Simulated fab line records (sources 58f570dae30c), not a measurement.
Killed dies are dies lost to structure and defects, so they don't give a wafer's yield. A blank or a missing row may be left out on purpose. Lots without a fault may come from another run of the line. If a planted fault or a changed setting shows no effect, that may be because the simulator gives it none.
Lot-split experiment -- flow berkeley-cmos170 -- on a route of 331 steps: 5 lots, 23 wafers read

== ABOUT THE SPLIT ==
At UCB170_SILICIDE_SPUTTER_01 (material Ti, target thk 30 nm, time 25 s), the setting time-s was moved away from the recipe's 25 s on 8 of the 23 wafers read, by -9.8% to +7.7%. All remaining wafers had this setting at the recipe value.

== FROM THE SPLIT TO THE READING: what the file shows between them, 1 step ==
- UCB170_SILICIDE_RS_MEAS_02: measures by four-point-probe

== THE READING ==
SILICIDE_TI_THK, in nm, at UCB170_SILICIDE_THK_MEAS_03 (measures by xrf). Typical for fault-free wafers on this fab line: 30.6 nm, with standard deviation 0.56 nm.

wafer,"tool, chamber at the split","time-s as run, s",against the recipe,"SILICIDE_TI_THK, nm",against lot-mates on the recipe
L074.1,"pvd-sputter-01, -",22.54,-9.8%,27.6,-2.9
L074.2,"pvd-sputter-01, -",25,recipe,30.3,-
L074.4,"pvd-sputter-01, -",25,recipe,31.1,-
L074.5,"pvd-sputter-01, -",25,recipe,30.1,-
L074.6,"pvd-sputter-01, -",22.54,-9.8%,28.4,-2.1
L076.2,"pvd-sputter-01, -",25,recipe,30.8,-
L076.3,"pvd-sputter-01, -",25,recipe,30.1,-
L076.6,"pvd-sputter-01, -",25,recipe,30.8,-
L075.1,"pvd-sputter-04, -",23.99,-4.0%,30.3,-0.6
L075.2,"pvd-sputter-04, -",25,recipe,30.9,-
L075.3,"pvd-sputter-04, -",25,recipe,30.9,-
L075.4,"pvd-sputter-04, -",23.99,-4.0%,29.7,-1.2
L075.5,"pvd-sputter-04, -",23.99,-4.0%,29.7,-1.2
L079.1,"pvd-sputter-02, -",25,recipe,31.6,-
L079.3,"pvd-sputter-02, -",25,recipe,30.6,-
L079.4,"pvd-sputter-02, -",25,recipe,30.4,-
L079.5,"pvd-sputter-02, -",25,recipe,30.0,-
L079.6,"pvd-sputter-02, -",25,recipe,31.9,-
L082.1,"pvd-sputter-02, -",25,recipe,29.7,-
L082.2,"pvd-sputter-02, -",25,recipe,30.0,-
L082.3,"pvd-sputter-02, -",26.93,+7.7%,32.3,+2.4
L082.4,"pvd-sputter-02, -",26.93,+7.7%,33.7,+3.9
L082.5,"pvd-sputter-02, -",26.93,+7.7%,32.3,+2.4

THE FIT
A straight line over all 23 wafers: SILICIDE_TI_THK changes by +0.262 nm for each +1% of time-s; r = +0.89; the points scatter about the line by 0.6 nm.
The same after taking each lot's own level away (the mean of its wafers on the recipe; 23 wafers): +0.309 nm for each +1%; r = +0.93; scatter 0.56 nm.
The reading moves by 3 nm for the largest change in time-s, on that fit.
Measured against the standard deviation above, the lots' own levels, which go from 29.85 to 30.90 nm, span 1.9 times it.
So the slope is not independent of the lot-to-lot level: the two fits are not the same.
Check: with one of the wafers moved furthest among these (-9.8%) left out of the fit, the line predicts -2.89 nm for it against its lot-mates. It came out at -2.9 nm against them.

== ADDITIONAL SPLITS CARRIED BY THESE WAFERS ==
Other splits were also applied to these wafers ahead of the reading. Each is held against what the fit with the lots' levels taken away leaves over:
other split on the same wafers,wafers away from the commonest value,r with SILICIDE_TI_THK (lot level and that fit taken away)
UCB170_NWELL_IMPLANT_14 energy-kev,7,+0.07
UCB170_PWELL_CVD_05 temp-c,18,-0.21
UCB170_ACTIVE_COAT_08 resist-thk-nm,10,+0.19
UCB170_PFIELD_IMPLANT_07 energy-kev,11,+0.08
UCB170_PVT_IMPLANT_07 energy-kev,8,-0.19
UCB170_PLDD_COAT_01 resist-thk-nm,9,+0.30
UCB170_PLDD_IMPLANT_09 energy-kev,3,-0.06

== THE WHOLE CHAIN: every reading that the file lists as answering this split, in the file's order ==
step,what it does,reading,change (the file's fit),r (the file's)
UCB170_SILICIDE_SPUTTER_01,"material Ti, target thk 30 nm, time 25 s","Ti_of_SILICIDE_SPUTTER_01.thk-nm (the simulator's own value, which no gauge read)",+0.285 nm for each +1% of the setting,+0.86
UCB170_SILICIDE_RS_MEAS_02,measures by four-point-probe,SILICIDE_TI_RS,-0.3 for each +1% of the setting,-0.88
UCB170_SILICIDE_THK_MEAS_03,measures by xrf,SILICIDE_TI_THK,+0.294 for each +1% of the setting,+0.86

== FILE'S OWN FIT ==
SILICIDE_TI_THK changes by +0.294 nm for each +1% of time-s, r = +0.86.
